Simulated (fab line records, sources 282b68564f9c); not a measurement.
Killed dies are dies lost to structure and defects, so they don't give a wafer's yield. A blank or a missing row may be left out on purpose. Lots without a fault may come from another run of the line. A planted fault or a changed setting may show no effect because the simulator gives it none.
Problem report in the 8D (eight disciplines) form, filled by code | flow rit_cmos | the parts of the form that need people (team, actions taken, sign-off) are left out

1. THE PROBLEM
M1_AL_RS at RIT_M1_RS_MEAS_01 reads a mean of 0.1068 ohm/sq on 1 wafer of 1 lot; wafers without a fault read 0.0735 ohm/sq with a standard deviation of 0.00081. That is +41 standard deviations from the usual mean.
The step: measures by four-point-probe.
First seen on wafer L369.2, day 6 10:10, on film_metro-04. The record holds 39 wafers of 13 lots with a number at this step. Rule for "out", or "out of limits": more than 4 standard deviations from the usual mean. The other wafers with a number count as sound.

2. WHAT IT IS AND WHAT IT IS NOT
question                    | is               | is not
which readings at this step | M1_AL_RS         | -
which lots                  | L369             | L354, L355, L358, L359, L360, L361, L363, L364, L365, L366, L375, L376
which wafers of those lots  | L369.2           | L369.4, L369.5
read on which gauges        | film_metro-04    | film_metro-01, film_metro-02
when                        | from day 6 10:10 | up to then (32 sound wafers); but 6 sound wafers of L375, L376 came after

3. SUSPECTS, AND WHAT RULES EACH OUT
Counting: a tool at a process step up to the reading stays a suspect if it ran every lot that is out. Sound lots after the first of them don't rule it out here, since some wafers of a struck lot are sound.
- the gauge at RIT_M1_RS_MEAS_01: ruled out. All the wafers that are out were read on film_metro-04, but those of them that RIT_M1_METAL_ETCH_12 has rows for are out there too, on other tools.
- rtp_anneal-01 at RIT_SILICIDE_RTA_06 (time 10 s, ramp up 5 s, ramp down 10 s): kept. It ran the lot that is out, L369 (day 6 07:32); its last sound lot up to then is L365 (day 5 13:53).
- pvd_sputter-01 at RIT_M1_SPUTTER_00 (material Al, target thk 400 nm, time 500 s): kept. It ran the lot that is out, L369 (day 6 09:50); its last sound lot up to then is L365 (day 5 16:20).
Left after counting: rtp_anneal-01 at RIT_SILICIDE_RTA_06, pvd_sputter-01 at RIT_M1_SPUTTER_00.

4. THE CAUSE (what the simulator had put in)
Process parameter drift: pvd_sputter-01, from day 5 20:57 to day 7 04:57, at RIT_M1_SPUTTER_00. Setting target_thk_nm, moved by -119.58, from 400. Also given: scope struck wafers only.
Counting left 2 suspects, and this tool is among them.

5. THE CHAIN OF EFFECTS, in route order
Each row: a reading whose mean over the struck wafers that have a number lies more than 3 standard deviations from the usual. Only readings for which the record gives a usual standard deviation are gone through. hours: the time from each lot's start at the first step in this table that gives one to its start at this step, as a median over the lots. sigmas: the change in usual standard deviations.
hours | step                 | reading        | usual         | on struck wafers | change  | sigmas
0     | RIT_M1_RS_MEAS_01    | M1_AL_RS       | 0.0735 ohm/sq | 0.1068           | +0.0333 | +41
0     | RIT_M1_THK_MEAS_02   | M1_AL_THK      | 401 nm        | 279              | -122    | -22
2     | RIT_M1_METAL_ETCH_12 | oes_product_au | 0.769 a.u.    | 0.641            | -0.128  | -12
The process steps in it:
- RIT_M1_METAL_ETCH_12: etches Al in Cl2/BCl3, stops on SiO2, time 165 s, target depth 600 nm.

6. WHAT WOULD HAVE CAUGHT IT SOONER
In this record the first reading out of limits at a measuring or inspecting step was taken at day 6 10:10, 13 hours after the fault began at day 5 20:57.
Of the tool readings at RIT_M1_SPUTTER_00 for which the record gives a usual standard deviation, none was out on any struck wafer, so an alarm limit of 4 standard deviations on them would not have fired.
All the lots that are out (1) had begun RIT_M1_SPUTTER_00 on pvd_sputter-01 by day 6 10:10. A hold on the tool at that time would have spared none of them.
